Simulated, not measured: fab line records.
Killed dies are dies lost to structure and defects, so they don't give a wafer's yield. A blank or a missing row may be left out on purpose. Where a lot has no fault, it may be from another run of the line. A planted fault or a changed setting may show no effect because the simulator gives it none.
Which of the tools did it? | flow ritCmos | 7 lots with 21 wafers sampled at 2 steps, on a route of 202 steps

## WHAT EACH GAUGE READ, for each wafer
RIT_NWELL_OVL_MEAS_06.
lot  | measured    | on         | NWELL_OVL (nm)
L832 | day 2 03:25 | overlay-01 | 3.1 1.2 1.0
L834 | day 2 13:51 | overlay-01 | 2.8 1.9 2.6
L837 | day 3 03:35 | overlay-02 | -1.4 -0.3 -1.1
L839 | day 3 12:23 | overlay-02 | -1.1 -1.4 0.6
L841 | day 3 22:22 | overlay-02 | - - -
L852 | day 6 05:55 | overlay-01 | -0.6 -0.1 0.0
L854 | day 6 16:50 | overlay-02 | 1.4 0.7 0.1

## TOOL THAT RAN EACH LOT (tool first, then ch and the chambers of the sampled wafers, then the start)
lot  | RIT_NWELL_COAT_01
L832 | lithoTrack-02 ch 0, day 2 02:33
L834 | lithoTrack-01 ch 0, day 2 12:59
L837 | lithoTrack-01 ch 0, day 3 02:44
L839 | lithoTrack-04 ch 0, day 3 11:31
L841 | lithoTrack-01, day 3 21:39
L852 | lithoTrack-04 ch 0, day 6 05:11
L854 | lithoTrack-04 ch 0, day 6 15:53
- RIT_NWELL_COAT_01: resist thk 1300 nm.

## THE ANSWER, worked out from the rows above alone
Rule: usual is defined by the lots themselves. Put in order of their means at a reading, lots are off if they are a third of the lots or fewer, leave a main group of 4 or more, and stand apart from it by a gap of 3 or more times the standard deviation of the main group's means; of several such gaps the widest counts. A main group whose means are all the same, to the digits that the tables above print for the reading, isn't used. A lot without any number at a reading at which 4 lots or more have one is off too. Where the step has rows for the other lots, those lots are counted as sound.
Off: L841, seen at RIT_NWELL_OVL_MEAS_06 (NWELL_OVL). Without a number there: L841. Main group: mean 0.5 nm, sd 1.2.
If a tool, at a process step before that reading, ran all the lots that are off and no sound lot after the first of them, it fits. Those tools and the gauges at RIT_NWELL_OVL_MEAS_06 are tried in the same way. One candidate fits, namely lithoTrack-01 at RIT_NWELL_COAT_01. Its last sound lot is L837 (day 3 02:44), its first lot that is off L841 (day 3 21:39): a fault that began between those two fits.

## WHAT WAS PUT IN BY THE SIMULATOR
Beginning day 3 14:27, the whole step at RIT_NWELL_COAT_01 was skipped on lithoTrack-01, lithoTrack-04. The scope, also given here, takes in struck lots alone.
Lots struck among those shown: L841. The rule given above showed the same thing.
